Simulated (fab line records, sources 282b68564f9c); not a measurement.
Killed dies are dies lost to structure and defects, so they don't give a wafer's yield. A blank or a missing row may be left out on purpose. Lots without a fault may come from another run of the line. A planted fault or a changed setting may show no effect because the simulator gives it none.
fab line records | flow rit_cmos
record lots=5 wafers=23
route steps=202 shown PLDD@122 SPACER@125 NSD@132 SDANNEAL@156 PSD@157 NLDD@160 CONTACT@172
start_h: hours from the record's first day to the start of the lot's first wafer shown | wait_h: hours since the lot's step before | " the same as in the row above | L1.1+2: a row that stands for several wafers | - no value, or no start given | * or withheld: withheld | < > ~ a bound
route shown NAME@n: a module of which the file shows steps, and the number in the route of the first | usual: mean/standard deviation of fault-free wafers | same: alike in all rows | chamber/n: place in a boat | sites: the reading at each site | _std_site: their standard deviation | _edge_site: outer sites' mean less inner sites' | radius_mm: how far each site lies from the wafer's centre | mask NAME#n: copy n | behind: the tool/chamber that last shaped the wafer | hold: why the lot was held/for how many hours/how that ended | device: the transistor (n, p or np) that didn't switch | end of line: the same wafers' tests at the end of the route | a step without rows: its recipe alone | killed: dies lost to structure and defects at the first sort, not the wafer's yield | map: a wafer's dies, x killed, . not, _ none there
set.NAME: the setting as run; set.NAME@STEP: as run at that earlier step | model.NAME: the simulator's own value behind a step, which no gauge read
lots whose settings were changed on purpose; a table a step, a row a wafer
## steps
# step RIT_PLDD_IMPLANT_08
# recipe species=BF2 energy_kev=20 dose_cm2=9e+14 tilt_deg=7
# columns lot.wafer tool chamber start_h wait_h set.dose_cm2
L074.1+2+4 implanter-02 0 48.13 0.1 8.824e+14
L074.3+5 " 0 " " 9e+14
L077.2+4 implanter-02 0 62.22 0.1 8.587e+14
L077.3+5+6 " 0 " " 9e+14
L078.1+3+4+5+6 implanter-02 0 73.98 0.1 9e+14
L082.1+5 implanter-04 0 94.18 0.1 9.606e+14
L082.3+4+6 " 0 " " 9e+14
L085.2+5+6 implanter-04 0 104.85 0.1 9e+14
# step RIT_PLDD_STRIP_09
# recipe chemistry=O2 time_s=180 resist=NOVOLAK platen_temp_c=withheld power_w=500 pressure_mtorr=4000 o2_flow_sccm=4000
# step RIT_PLDD_TW_MEAS_10
# usual PLDD_TW=2351/12
# columns lot.wafer tool chamber start_h wait_h set.dose_cm2@PLDD_IMPLANT_08 PLDD_TW
L074.1 film_metro-01 - 48.45 0.1 8.824e+14 2336
L074.2 " - " " 8.824e+14 2340
L074.3 " - " " 9e+14 2352
L074.4 " - " " 8.824e+14 2334
L074.5 " - " " 9e+14 2350
L077.2 film_metro-04 - 62.53 0.1 8.587e+14 2315
L077.3 " - " " 9e+14 2349
L077.4 " - " " 8.587e+14 2322
L077.5 " - " " 9e+14 2343
L077.6 " - " " 9e+14 2346
L078.1 film_metro-03 - 74.30 0.1 9e+14 2350
L078.3 " - " " 9e+14 2340
L078.4 " - " " 9e+14 2345
L078.5 " - " " 9e+14 2340
L078.6 " - " " 9e+14 2333
L082.1 film_metro-01 - 94.51 0.1 9.606e+14 2416
L082.3 " - " " 9e+14 2359
L082.4 " - " " 9e+14 2376
L082.5 " - " " 9.606e+14 2392
L082.6 " - " " 9e+14 2350
L085.2 film_metro-01 - 105.16 0.1 9e+14 2372
L085.5 " - " " 9e+14 2375
L085.6 " - " " 9e+14 2371
# step RIT_SPACER_CLEAN_00
# recipe chemistry=SC1 mix=3:3:50 time_s=600 temp_c=75
# columns lot.wafer tool chamber start_h wait_h set.ox_time_s@REOX_OXIDATION_03 model.SiO2_of_REOX_OXIDATION_03.thk_nm
L074.1 wet_bench-04 2 48.51 0.1 5360 22.36
L074.2 " 2 " " 5360 21.89
L074.3 " 2 " " 5360 22.34
L074.4 " 2 " " 5360 22.09
L074.5 " 2 " " 5360 22.38
L077.2 wet_bench-03 2 62.58 0.0 5580 23.48
L077.3 " 2 " " 5580 23.45
L077.4 " 2 " " 5580 23.34
L077.5 " 2 " " 5580 23.26
L077.6 " 2 " " 5580 23.24
L078.1 wet_bench-01 0 74.36 0.1 5872 25.18
L078.3 " 0 " " 5872 24.72
L078.4 " 0 " " 5872 25.24
L078.5 " 0 " " 5872 25.12
L078.6 " 0 " " 5872 25.09
L082.1 wet_bench-01 2 94.57 0.1 5289 21.42
L082.3 " 2 " " 5289 22.51
L082.4 " 2 " " 5289 22.14
L082.5 " 2 " " 5289 21.97
L082.6 " 2 " " 5289 22.43
L085.2 wet_bench-04 2 105.21 0.0 5580 23.41
L085.5 " 2 " " 5580 23.66
L085.6 " 2 " " 5580 23.58
# step RIT_NSD_COAT_01
# recipe resist=NOVOLAK spin_rpm=3250 resist_thk_nm=1000
# columns lot.wafer tool chamber start_h wait_h set.spin_rpm model.NOVOLAK_of_NSD_COAT_01.thk_nm
L074.1 litho_track-04 0 52.12 0.1 3250 997.6
L074.2 " 0 " " 3422 974.7
L074.3 " 0 " " 3422 972.5
L074.4 " 0 " " 3422 969.9
L074.5 " 0 " " 3250 999.7
L077.2 litho_track-02 0 65.28 0.1 3168 1019
L077.3 " 0 " " 3250 1006
L077.4 " 0 " " 3250 1003
L077.5 " 0 " " 3168 1016
L077.6 " 0 " " 3168 1017
L078.1 litho_track-01 0 77.01 0.1 3250 997.7
L078.3 " 0 " " 3250 998.3
L078.4 " 0 " " 3153 1013
L078.5 " 0 " " 3153 1015
L078.6 " 0 " " 3153 1012
L082.1+3 litho_track-02 0 97.56 0.1 3123 1021
L082.4 " 0 " " 3123 1022
L082.5 " 0 " " 3250 997.4
L082.6 " 0 " " 3250 999
L085.2 litho_track-02 0 108.86 0.1 3250 1002
L085.5 " 0 " " 3250 1005
L085.6 " 0 " " 3250 1006
# step RIT_NSD_SOFTBAKE_02
# recipe resist=NOVOLAK temp_c=90 time_s=60
# step RIT_NSD_EXPOSE_03
# recipe mask_id=M9 na=0.57 target_cd_nm=40700 dose_mj=250
# step RIT_NSD_DEVELOP_05
# recipe resist=NOVOLAK develop_time_s=50 dev_temp_c=23
# step RIT_NSD_HARDBAKE_07
# recipe resist=NOVOLAK temp_c=140 time_s=60
# columns lot.wafer tool chamber start_h wait_h set.spin_rpm@NSD_COAT_01 model.NOVOLAK_of_NSD_COAT_01.thk_nm
L074.1 litho_track-04 0 52.98 0.0 3250 881.7
L074.2 " 0 " " 3422 861.7
L074.3 " 0 " " 3422 859.8
L074.4 " 0 " " 3422 857.4
L074.5 " 0 " " 3250 883.6
L077.2 litho_track-04 0 66.03 0.1 3168 900
L077.3 " 0 " " 3250 889.3
L077.4 " 0 " " 3250 886.7
L077.5 " 0 " " 3168 897.7
L077.6 " 0 " " 3168 898.8
L078.1 litho_track-01 0 77.74 0.0 3250 881.7
L078.3 " 0 " " 3250 882.2
L078.4 " 0 " " 3153 895
L078.5 " 0 " " 3153 897.1
L078.6 " 0 " " 3153 894
L082.1 litho_track-04 0 98.30 0.0 3123 902.3
L082.3 " 0 " " 3123 902
L082.4 " 0 " " 3123 902.7
L082.5 " 0 " " 3250 881.5
L082.6 " 0 " " 3250 882.8
L085.2 litho_track-04 0 109.72 0.0 3250 885.9
L085.5 " 0 " " 3250 888.1
L085.6 " 0 " " 3250 889.2
# step RIT_NSD_IMPLANT_08
# recipe species=P energy_kev=25 dose_cm2=1e+15 tilt_deg=7
# columns lot.wafer tool chamber start_h wait_h set.energy_kev model.implant.rp_nm model.implant.drp_nm
L074.1+2+5 implanter-01 0 53.13 0.1 24.03 31.45 14.49
L074.3+4 " 0 " " 25 32.31 14.84
L077.2+5 implanter-04 0 66.18 0.1 25 32.96 14.84
L077.3+4+6 " 0 " " 26.44 34.23 15.35
L078.1+3+4+5+6 implanter-03 0 77.89 0.1 25 32.09 14.84
L082.1+3+6 implanter-03 0 98.45 0.1 24.56 31.34 14.68
L082.4+5 " 0 " " 25 31.72 14.84
L085.2+5+6 implanter-03 0 109.87 0.1 25 32.41 14.84
# step RIT_SDANNEAL_RTA_03
# recipe temp_c=1050 time_s=5 idle_temp_c=600 ramp_up_c_per_s=342 ramp_down_c_per_s=171 cool_to_c=600 ambient=N2
# columns lot.wafer tool chamber start_h wait_h set.time_s
L074.1+2+3+4+5 rtp_anneal-01 0 55.43 0.0 5
L077.2+3+5 rtp_anneal-02 0 68.62 0.0 5.385
L077.4+6 " 0 " " 5
L078.1+3+4+5+6 rtp_anneal-01 0 80.19 0.0 5
L082.1+4+5 rtp_anneal-01 0 100.62 0.0 5.61
L082.3+6 " 0 " " 5
L085.2+5+6 rtp_anneal-02 0 112.22 0.0 5
# step RIT_SDANNEAL_RS_MEAS_04
# recipe thk_meas_gauge=four-point-probe
# usual PSD_RS=115.45/0.29
# columns lot.wafer tool chamber start_h wait_h set.time_s@SDANNEAL_RTA_03 PSD_RS[ohm/sq]
L074.1 film_metro-03 - 55.49 0.0 5 115.51
L074.2 " - " " 5 115.40
L074.3 " - " " 5 115.42
L074.4 " - " " 5 115.48
L074.5 " - " " 5 115.81
L077.2 film_metro-04 - 68.69 0.1 5.385 113.85
L077.3 " - " " 5.385 114.18
L077.4 " - " " 5 115.08
L077.5 " - " " 5.385 114.19
L077.6 " - " " 5 115.15
L078.1 film_metro-04 - 80.25 0.0 5 115.07
L078.3 " - " " 5 115.29
L078.4 " - " " 5 115.15
L078.5 " - " " 5 115.20
L078.6 " - " " 5 115.22
L082.1 film_metro-01 - 100.68 0.0 5.61 113.60
L082.3 " - " " 5 115.51
L082.4 " - " " 5.61 113.55
L082.5 " - " " 5.61 113.72
L082.6 " - " " 5 115.14
L085.2 film_metro-01 - 112.29 0.1 5 115.97
L085.5 " - " " 5 115.51
L085.6 " - " " 5 115.48
# step RIT_SDANNEAL_RS_MEAS_06
# recipe thk_meas_gauge=four-point-probe
# usual PLDD_RS=178.9/0.51
# columns lot.wafer tool chamber start_h wait_h set.dose_cm2@PLDD_IMPLANT_08 PLDD_RS[ohm/sq]
L074.1 film_metro-03 - 55.73 0.1 8.824e+14 180.9
L074.2 " - " " 8.824e+14 181.0
L074.3 " - " " 9e+14 178.7
L074.4 " - " " 8.824e+14 180.7
L074.5 " - " " 9e+14 179.5
L077.2 film_metro-04 - 68.93 0.1 8.587e+14 181.2
L077.3 " - " " 9e+14 177.7
L077.4 " - " " 8.587e+14 183.7
L077.5 " - " " 9e+14 177.7
L077.6 " - " " 9e+14 178.0
L078.1 film_metro-04 - 80.49 0.1 9e+14 179.3
L078.3 " - " " 9e+14 179.4
L078.4 " - " " 9e+14 178.8
L078.5 " - " " 9e+14 178.7
L078.6 " - " " 9e+14 178.3
L082.1 film_metro-01 - 100.92 0.1 9.606e+14 171.0
L082.3 " - " " 9e+14 178.7
L082.4 " - " " 9e+14 176.8
L082.5 " - " " 9.606e+14 171.5
L082.6 " - " " 9e+14 178.8
L085.2 film_metro-01 - 112.53 0.1 9e+14 179.0
L085.5 " - " " 9e+14 179.3
L085.6 " - " " 9e+14 179.0
# step RIT_SDANNEAL_RS_MEAS_07
# recipe thk_meas_gauge=four-point-probe
# usual NLDD_RS=151.7/0.38
# columns lot.wafer tool chamber start_h wait_h set.dose_cm2@NLDD_IMPLANT_08 NLDD_RS[ohm/sq]
L074.1 film_metro-03 - 55.85 0.1 5e+14 152.7
L074.2 " - " " 5e+14 151.9
L074.3 " - " " 5e+14 152.3
L074.4 " - " " 5e+14 152.1
L074.5 " - " " 5e+14 152.3
L077.2 film_metro-04 - 69.05 0.1 5e+14 151.6
L077.3 " - " " 5e+14 151.5
L077.4 " - " " 5e+14 151.9
L077.5 " - " " 4.727e+14 157.9
L077.6 " - " " 4.727e+14 158.9
L078.1 film_metro-04 - 80.61 0.1 5e+14 151.6
L078.3 " - " " 5e+14 151.6
L078.4 " - " " 5e+14 151.6
L078.5 " - " " 5e+14 151.8
L078.6 " - " " 5e+14 151.6
L082.1 film_metro-01 - 101.04 0.1 5e+14 151.9
L082.3 " - " " 4.692e+14 159.8
L082.4 " - " " 5e+14 152.2
L082.5 " - " " 4.692e+14 160.5
L082.6 " - " " 4.692e+14 160.6
L085.2 film_metro-01 - 112.65 0.1 5e+14 151.2
L085.5 " - " " 5e+14 151.1
L085.6 " - " " 5e+14 151.8
# step RIT_CONTACT_SOFTBAKE_04
# recipe resist=NOVOLAK temp_c=90 time_s=60
# columns lot.wafer tool chamber start_h wait_h set.temp_c model.NOVOLAK_of_CONTACT_COAT_03.thk_nm
L074.1 litho_track-03 0 56.89 0.1 92.27 994.2
L074.2 " 0 " " 90 1002
L074.3 " 0 " " 92.27 993.4
L074.4 " 0 " " 90 999.4
L074.5 " 0 " " 90 1001
L077.2 litho_track-03 0 70.18 0.1 91.68 996.5
L077.3 " 0 " " 91.68 993.7
L077.4 " 0 " " 91.68 996.7
L077.5 " 0 " " 90 999.9
L077.6 " 0 " " 90 999.2
L078.1 litho_track-04 0 81.66 0.1 93.24 991.1
L078.3 " 0 " " 93.24 994.1
L078.4 " 0 " " 93.24 988.6
L078.5 " 0 " " 90 998.2
L078.6 " 0 " " 90 997.9
L082.1+5 litho_track-03 0 102.09 0.1 90 1005
L082.3 " 0 " " 90 1002
L082.4 " 0 " " 90 1003
L082.6 " 0 " " 90 1006
L085.2 litho_track-04 0 113.73 0.1 90 1003
L085.5 " 0 " " 90 1000
L085.6 " 0 " " 90 1004
## key
split step=RIT_PLDD_IMPLANT_08 setting=dose_cm2 stated=9e+14 by=wafer
response step=RIT_PLDD_TW_MEAS_10 reading=PLDD_TW change=+6.23 per=1% r=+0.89
response step=RIT_SDANNEAL_RS_MEAS_06 reading=PLDD_RS change=-1.01 per=1% r=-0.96
split step=RIT_NSD_COAT_01 setting=spin_rpm stated=3250 by=wafer
response step=RIT_NSD_COAT_01 reading=model.NOVOLAK_of_NSD_COAT_01.thk_nm change=-5.23 per=1% r=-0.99
response step=RIT_NSD_HARDBAKE_07 reading=model.NOVOLAK_of_NSD_COAT_01.thk_nm change=-4.58 per=1% r=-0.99
split step=RIT_NSD_IMPLANT_08 setting=energy_kev stated=25 by=wafer
response step=RIT_NSD_IMPLANT_08 reading=model.implant.rp_nm change=+0.22 per=1% r=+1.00
response step=RIT_NSD_IMPLANT_08 reading=model.implant.drp_nm change=+0.0891 per=1% r=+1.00
split step=RIT_SDANNEAL_RTA_03 setting=time_s stated=5 by=wafer
response step=RIT_SDANNEAL_RS_MEAS_04 reading=PSD_RS change=-0.138 per=1% r=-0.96
split step=RIT_CONTACT_SOFTBAKE_04 setting=temp_c stated=90 by=wafer
response step=RIT_CONTACT_SOFTBAKE_04 reading=model.NOVOLAK_of_CONTACT_COAT_03.thk_nm change=-2.19 per=1% r=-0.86
split outside_this_file step=RIT_REOX_OXIDATION_03 setting=ox_time_s
split outside_this_file step=RIT_NLDD_IMPLANT_08 setting=dose_cm2
# split outside_this_file: this setting was split too, and the file shows its column; the key of that split is in another file
